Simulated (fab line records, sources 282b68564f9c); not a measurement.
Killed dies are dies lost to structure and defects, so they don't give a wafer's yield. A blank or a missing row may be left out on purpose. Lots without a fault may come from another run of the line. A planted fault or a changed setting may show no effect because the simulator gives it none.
Split-lot experiment | flow rit_cmos | 5 lots, 23 wafers read, on a route of 202 steps

THE SPLIT
At RIT_PLDD_IMPLANT_08, the setting dose_cm2 was moved away from the recipe's 9e+14 on 7 of the 23 wafers read, by -2.1% to +7.5%. The other wafers ran this setting at the recipe's value.

FROM THE SPLIT TO THE READING: what the file shows between them, 9 steps
- RIT_NSD_COAT_01: resist thk 1000 nm (also split here: spin_rpm)
- RIT_NSD_SOFTBAKE_02: time 60 s
- RIT_NSD_EXPOSE_03: exposes mask M9, target cd 40700 nm
- RIT_NSD_DEVELOP_05: develop time 50 s
- RIT_NSD_HARDBAKE_07: time 60 s
- RIT_NSD_IMPLANT_08 (also split here: dose_cm2)
- RIT_SDANNEAL_CLEAN_02: cleans in SC2, time 600 s (also split here: time_s)
- RIT_SDANNEAL_RTA_03: time 5 s
- RIT_SDANNEAL_RS_MEAS_05: measures by four-point-probe

THE READING
PLDD_RS, in ohm/sq, at RIT_SDANNEAL_RS_MEAS_06 (measures by four-point-probe). Fault-free wafers of this fab line usually give 178.5 ohm/sq, standard deviation 0.54 ohm/sq.

wafer  | tool, chamber at the split | dose_cm2 as run | against the recipe | PLDD_RS, ohm/sq | against lot-mates on the recipe
L076.1 | implanter-02, 0            | 9e+14           | recipe             | 179.0           | -
L076.2 | implanter-02, 0            | 9e+14           | recipe             | 178.9           | -
L076.4 | implanter-02, 0            | 9e+14           | recipe             | 179.1           | -
L076.5 | implanter-02, 0            | 8.807e+14       | -2.1%              | 180.3           | +1.3
L076.6 | implanter-02, 0            | 8.807e+14       | -2.1%              | 181.0           | +2.0
L078.1 | implanter-03, 0            | 9.671e+14       | +7.5%              | 171.8           | -6.3
L078.3 | implanter-03, 0            | 9.671e+14       | +7.5%              | 172.1           | -6.0
L078.4 | implanter-03, 0            | 9e+14           | recipe             | 177.8           | -
L078.5 | implanter-03, 0            | 9e+14           | recipe             | 177.9           | -
L078.6 | implanter-03, 0            | 9e+14           | recipe             | 178.6           | -
L080.1 | implanter-03, 0            | 9.242e+14       | +2.7%              | 176.7           | -2.7
L080.2 | implanter-03, 0            | 9.242e+14       | +2.7%              | 177.4           | -2.0
L080.4 | implanter-03, 0            | 9e+14           | recipe             | 179.4           | -
L080.5 | implanter-03, 0            | 9e+14           | recipe             | 179.4           | -
L080.6 | implanter-03, 0            | 9.242e+14       | +2.7%              | 176.7           | -2.7
L083.1 | implanter-03, 0            | 9e+14           | recipe             | 178.4           | -
L083.2 | implanter-03, 0            | 9e+14           | recipe             | 178.8           | -
L083.6 | implanter-03, 0            | 9e+14           | recipe             | 178.8           | -
L081.1 | implanter-03, 0            | 9e+14           | recipe             | 178.7           | -
L081.3 | implanter-03, 0            | 9e+14           | recipe             | 178.8           | -
L081.4 | implanter-03, 0            | 9e+14           | recipe             | 178.9           | -
L081.5 | implanter-03, 0            | 9e+14           | recipe             | 178.7           | -
L081.6 | implanter-03, 0            | 9e+14           | recipe             | 178.9           | -

THE FIT
A straight line over all 23 wafers: PLDD_RS changes by -0.882 ohm/sq for each +1% of dose_cm2; r = -0.98; the points scatter about the line by 0.46 ohm/sq.
The same after taking each lot's own level away (the mean of its wafers on the recipe; 23 wafers): -0.83 ohm/sq for each +1%; r = -0.99; scatter 0.25 ohm/sq.
On that fit, the largest move of dose_cm2 shifts the reading by 6.2 ohm/sq.
The lots' own levels span 178.10 to 179.40 ohm/sq, that is 2.4 times the standard deviation above.
So the lot-to-lot level changes the slope little: the two slopes agree.
Check: with one of the wafers moved furthest among these (+7.5%) left out of the fit, the line predicts -6.18 ohm/sq for it against its lot-mates. It came out at -6.3 ohm/sq against them.

OTHER SPLITS ON THESE WAFERS
These wafers also went through other splits before the reading. Each is held against what the fit with the lots' levels taken away leaves over:
other split on the same wafers     | wafers away from the commonest value | r with PLDD_RS (lot level and that fit taken away)
RIT_GATE_DEVELOP_15 develop_time_s | 11                                   | -0.04
RIT_NLDD_COAT_01 resist_thk_nm     | 8                                    | -0.12
RIT_NLDD_SOFTBAKE_02 time_s        | 7                                    | +0.12
RIT_PLDD_COAT_01 resist_thk_nm     | 11                                   | +0.07
RIT_NSD_COAT_01 spin_rpm           | 5                                    | +0.00
RIT_NSD_IMPLANT_08 dose_cm2        | 11                                   | -0.03
RIT_SDANNEAL_CLEAN_02 time_s       | 15                                   | -0.21

THE FILE'S OWN FIT
PLDD_RS changes by -0.832 ohm/sq for each +1% of dose_cm2, r = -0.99.
